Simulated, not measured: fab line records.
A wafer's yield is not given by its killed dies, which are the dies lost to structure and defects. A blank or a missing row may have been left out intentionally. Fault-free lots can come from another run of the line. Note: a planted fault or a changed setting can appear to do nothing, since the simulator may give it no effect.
One fault seen from 2 desks | flow berkeleyCmos170 | only its own numbers are on each desk; what lay behind them is given at the end

== THE METROLOGY DESK ==
Means of the sampled wafers that have a number, per lot and without regard to the tool the lot ran on: this is what the gauges read. If a lot's mean is further than 4 standard deviations from the usual mean, the lot is out of limits and carries the mark OUT (the distance appears in the brackets).
Columns: A = NWELL_NITRIDE_THK at UCB170_NWELL_THK_MEAS_05, usual 224.1 nm; B = PFIELD_OVL at UCB170_PFIELD_OVL_MEAS_06, usual 4 nm; C = M3_BOW at UCB170_M3_BOW_MEAS_20, usual 36 um
lot  | first seen here | A                | B  | C
L296 | day 2 04:04     | 222.5            | -3 | 39
L298 | day 2 18:26     | 220.7            | 13 | 45
L299 | day 2 23:20     | 224.6            | 10 | 36
L302 | day 3 12:15     | 225.9            | 7  | 35
L304 | day 4 00:22     | 207.5 (-8.3) OUT | 1  | 38
L309 | day 5 00:32     | 222.5            | 6  | 37
L313 | day 5 18:01     | 225.5            | -2 | 38
L314 | day 5 22:30     | 224.6            | 5  | 34
L315 | day 6 05:07     | 221.9            | 1  | 37
L316 | day 6 20:14     | 223.8            | 2  | 41
L317 | day 6 20:14     | 227.6            | -1 | 31
L319 | day 6 22:32     | 224.7            | -2 | 27
L318 | day 6 22:33     | 224.3            | -0 | 30
This desk's result: L304 out of limits, first on L304 (NWELL_NITRIDE_THK at UCB170_NWELL_THK_MEAS_05), day 4 00:22. L296, L298, L299, L302, L309, L313, L314, L315, L316, L317, L319, L318: within limits.

== THE TOOL OWNER'S DESK: lpcvd-02 ==
The tool's own readings at UCB170_NWELL_CVD_04 (deposits Si3N4 from SiH2Cl2/NH3, target thk 224 nm, time 3360 s): means of the sampled wafers that have a number, for each lot that ran on this tool. If a lot's mean is further than 4 standard deviations from the usual mean, the lot is out of limits and carries the mark OUT (the distance appears in the brackets).
Columns: A = nh3FlowSccm at UCB170_NWELL_CVD_04, usual 75.01 sccm; B = pressureMtorr at UCB170_NWELL_CVD_04, usual 200.0 mTorr; C = spikeTcSourceC at UCB170_NWELL_CVD_04, usual 823 C; D = zonePowerSourcePct at UCB170_NWELL_CVD_04, usual 21.1 %
lot  | first seen here | A     | B               | C   | D
L296 | day 2 02:08     | 74.83 | 199.8           | 828 | 22.9
L302 | day 3 10:19     | 75.11 | 200.3           | 827 | 22.6
L304 | day 3 22:26     | 74.71 | 160.0 (-95) OUT | 827 | 22.0
L316 | day 6 18:17     | 74.66 | 200.1           | 825 | 22.0
L317 | day 6 18:17     | 75.14 | 200.5           | 827 | 22.7
L318 | day 6 20:37     | 75.41 | 200.5           | 827 | 22.2
L319 | day 6 20:37     | 75.22 | 200.2           | 826 | 21.8
This desk's finding: out of limits on L304; first on L304, day 3 22:26 (pressureMtorr at UCB170_NWELL_CVD_04). L296, L302, L316, L317, L318, L319: within limits.

== ALL TOGETHER ==
On L304, at day 3 22:26, an alarm was possible from the tool owner's desk.
An alarm was possible from the metrology desk at day 4 00:22, on L304.
All the named lots went through UCB170_NWELL_CVD_04 on lpcvd-02.

== WHAT WAS PUT IN BY THE SIMULATOR ==
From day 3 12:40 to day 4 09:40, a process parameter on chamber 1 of lpcvd-02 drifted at UCB170_NWELL_CVD_04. The setting pressureMtorr was moved by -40, starting from 200. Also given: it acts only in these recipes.
Shown lots that were struck: L304.
Fault start to first reading out of limits, in hours, per desk: tool owner, 10; metrology, 12.
